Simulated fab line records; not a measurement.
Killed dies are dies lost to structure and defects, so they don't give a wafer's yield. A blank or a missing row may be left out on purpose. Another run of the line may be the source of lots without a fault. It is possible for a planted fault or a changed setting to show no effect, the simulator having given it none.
One fault through the eyes of 2 desks | flow berkeley_cmos170 | every desk sees just its own numbers, and what lay behind them comes last

== DESK OF THE TOOL OWNER: litho_track-01 ==
The tool's own readings at UCB170_PVT_HMDS_00 (prime time 60 s): means of the sampled wafers that have a number, for each lot that ran on this tool. A lot is out of limits, marked OUT, if its mean lies more than 4 standard deviations from the usual mean; the brackets give that distance.
Columns: A = chill_plate_temp_C at UCB170_PVT_HMDS_00, usual 22.98 C; B = prime_temp_c at UCB170_PVT_HMDS_00, usual 100.00 C
lot  | first seen here | A     | B
L486 | day 5 11:04     | 22.97 | 100.07
L487 | day 5 21:34     | 22.99 | 99.99
L495 | day 7 09:09     | 22.85 | 100.05
L500 | day 8 09:59     | 22.98 | 100.10
L502 | day 9 00:31     | 22.99 | 102.50 (+16) OUT
L504 | day 9 06:22     | 22.99 | 102.06 (+13) OUT
L507 | day 9 20:31     | 23.15 | 102.10 (+13) OUT
This desk finds L502, L504, L507 out of limits, L502 being first, at day 9 00:31 (prime_temp_c at UCB170_PVT_HMDS_00). In limits: L486, L487, L495, L500.

== THE METROLOGY DESK ==
What the gauges read, lot by lot, whatever tool the lot ran on: means of the sampled wafers that have a number. A lot is out of limits, marked OUT, if its mean lies more than 4 standard deviations from the usual mean; the brackets give that distance.
Columns: A = PSD_RS at UCB170_SDANNEAL_RS_MEAS_02, usual 75.8 ohm/sq; B = M2_AL_RS at UCB170_M2_RS_MEAS_02, usual 0.0323 ohm/sq; C = V2_OVL at UCB170_V2_OVL_MEAS_13, usual 2 nm
lot  | first seen here | A    | B      | C
L486 | day 6 17:19     | 75.7 | 0.0318 | 2
L487 | day 7 02:29     | 75.6 | 0.0325 | 5
L489 | day 7 12:07     | 76.0 | 0.0323 | 3
L492 | day 8 02:04     | 75.5 | 0.0316 | 1
L495 | day 8 11:25     | 75.8 | 0.0325 | -1
L494 | day 8 11:53     | 76.1 | 0.0324 | 12
L497 | day 9 04:25     | 76.2 | 0.0321 | 6
L499 | day 9 04:46     | 76.3 | 0.0319 | -1
L500 | day 9 14:27     | 75.4 | 0.0324 | -6
L503 | day 10 04:11    | 75.4 | 0.0324 | 3
L502 | day 10 04:23    | 76.1 | 0.0325 | 1
L504 | day 10 08:30    | 76.3 | 0.0321 | 2
L506 | day 11 00:17    | 76.2 | 0.0321 | -3
L507 | day 11 00:41    | 75.8 | 0.0321 | 5
L508 | day 11 16:46    | 76.0 | 0.0315 | -4
Result from this desk: across the 15 lots, nothing is out of limits.

== TAKEN TOGETHER ==
The tool owner's desk had the chance to raise an alarm at day 9 00:31 on L502, L504, L507.
Metrology desk: nothing out of limits seen.
The metrology desk holds a record of L502, L504, L507, inside its limits.
Of the lots named, all ran UCB170_PVT_HMDS_00 on litho_track-01.

== WHAT WAS PUT IN BY THE SIMULATOR ==
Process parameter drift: litho_track-01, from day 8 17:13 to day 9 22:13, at UCB170_PVT_HMDS_00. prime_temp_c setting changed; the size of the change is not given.
Shown lots that were struck: L502, L504, L507.
Each desk's first reading out of limits, in hours after the fault started: the tool owner's desk, 7.
